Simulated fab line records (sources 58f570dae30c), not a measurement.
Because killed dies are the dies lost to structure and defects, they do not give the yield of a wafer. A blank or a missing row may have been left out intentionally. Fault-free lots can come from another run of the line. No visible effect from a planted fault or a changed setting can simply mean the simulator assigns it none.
Which tool was responsible? + flow berkeley-cmos170 + 14 lots, 42 wafers sampled, at 2 steps of a route of 331

## WHAT THE GAUGES READ, wafer by wafer
UCB170_NWELL_OVL_MEAS_12. Usual: NWELL_OVL gives 0 nm (standard deviation 5.9).
| lot  | measured    | on         | NWELL_OVL (nm) | flag |
|------|-------------|------------|----------------|------|
| L907 | day 2 19:33 | overlay-01 | 4 -4 -2        |      |
| L908 | day 3 04:54 | overlay-02 | 7 0 7          |      |
| L909 | day 3 15:20 | overlay-02 | -5 4 4         |      |
| L910 | day 3 15:35 | overlay-02 | 8 0 0          |      |
| L911 | day 3 15:42 | overlay-01 | -9 -1 -1       |      |
| L917 | day 4 16:46 | overlay-01 | 1 0 -2         |      |
| L918 | day 4 20:55 | overlay-02 | -3 -1 -5       |      |
| L920 | day 5 09:05 | overlay-01 | 0 -3 -3        |      |
| L922 | day 5 20:49 | overlay-02 | -11 -9 -8      |      |
| L923 | day 6 03:54 | overlay-01 | 2 -5 1         |      |
| L924 | day 6 04:07 | overlay-01 | -14 -6 1       |      |
| L925 | day 6 11:27 | overlay-01 | 6 -6 1         |      |
| L927 | day 7 00:59 | overlay-02 | 2 2 2          |      |
| L928 | day 7 04:49 | overlay-01 | -5 1 8         |      |

UCB170_GATE_CD_MEAS_90: the cd target is 350 nm. Usual: cd-nm at 349.8 nm, with a standard deviation of 1.4.
| lot  | measured     | on        | cd-nm (nm)        | flag |
|------|--------------|-----------|-------------------|------|
| L907 | day 6 22:59  | cd-sem-02 | 349.9 349.1 348.3 |      |
| L908 | day 6 22:47  | cd-sem-02 | 348.1 348.8 347.7 |      |
| L909 | day 7 06:12  | cd-sem-02 | 348.8 350.8 348.5 |      |
| L910 | day 7 06:02  | cd-sem-01 | 347.7 347.0 349.3 |      |
| L911 | day 7 12:55  | cd-sem-02 | 351.2 351.1 347.9 |      |
| L917 | day 8 17:39  | cd-sem-01 | 350.8 350.9 350.4 |      |
| L918 | day 8 17:49  | cd-sem-02 | 350.3 349.2 349.1 |      |
| L920 | day 9 13:25  | cd-sem-02 | 349.9 350.7 350.7 |      |
| L922 | day 9 21:31  | cd-sem-01 | 349.9 349.8 349.0 |      |
| L923 | day 9 21:42  | cd-sem-02 | 349.8 348.8 349.8 |      |
| L924 | day 9 21:56  | cd-sem-02 | 347.3 348.7 348.9 |      |
| L925 | day 10 15:07 | cd-sem-01 | 347.4 348.1 347.8 |      |
| L927 | day 11 01:19 | cd-sem-01 | 348.7 348.8 350.0 |      |
| L928 | day 11 06:00 | cd-sem-02 | 351.6 349.5 350.7 |      |

## EACH LOT AND THE TOOL THAT RAN IT (in order: tool; ch and the chambers of the sampled wafers; start)
There is no process step in the record ahead of these readings.

## WHAT THE TOOLS THEMSELVES READ (means of the sampled wafers that have a number; where no wafer has one, the mark that the record gives instead)
The record holds no such reading with a usual standard deviation.

## THE ANSWER, worked out from the rows above alone
Rule: a lot is off if the mean of its wafers that have a number lies more than 3 standard deviations from the usual mean. A lot without any number at a reading at which 4 lots or more have one is off too. Where the step has rows for the other lots, those lots are counted as sound. First the gauges in route order, then the tools' own readings, where a lot's mean is used as printed above. At the first step where some lot is off, the reading lying furthest off is the one used; lots without a number count as furthest.
None of the lots is off at any reading shown; this tells nothing.

## WHAT HAD BEEN PUT IN BY THE SIMULATOR
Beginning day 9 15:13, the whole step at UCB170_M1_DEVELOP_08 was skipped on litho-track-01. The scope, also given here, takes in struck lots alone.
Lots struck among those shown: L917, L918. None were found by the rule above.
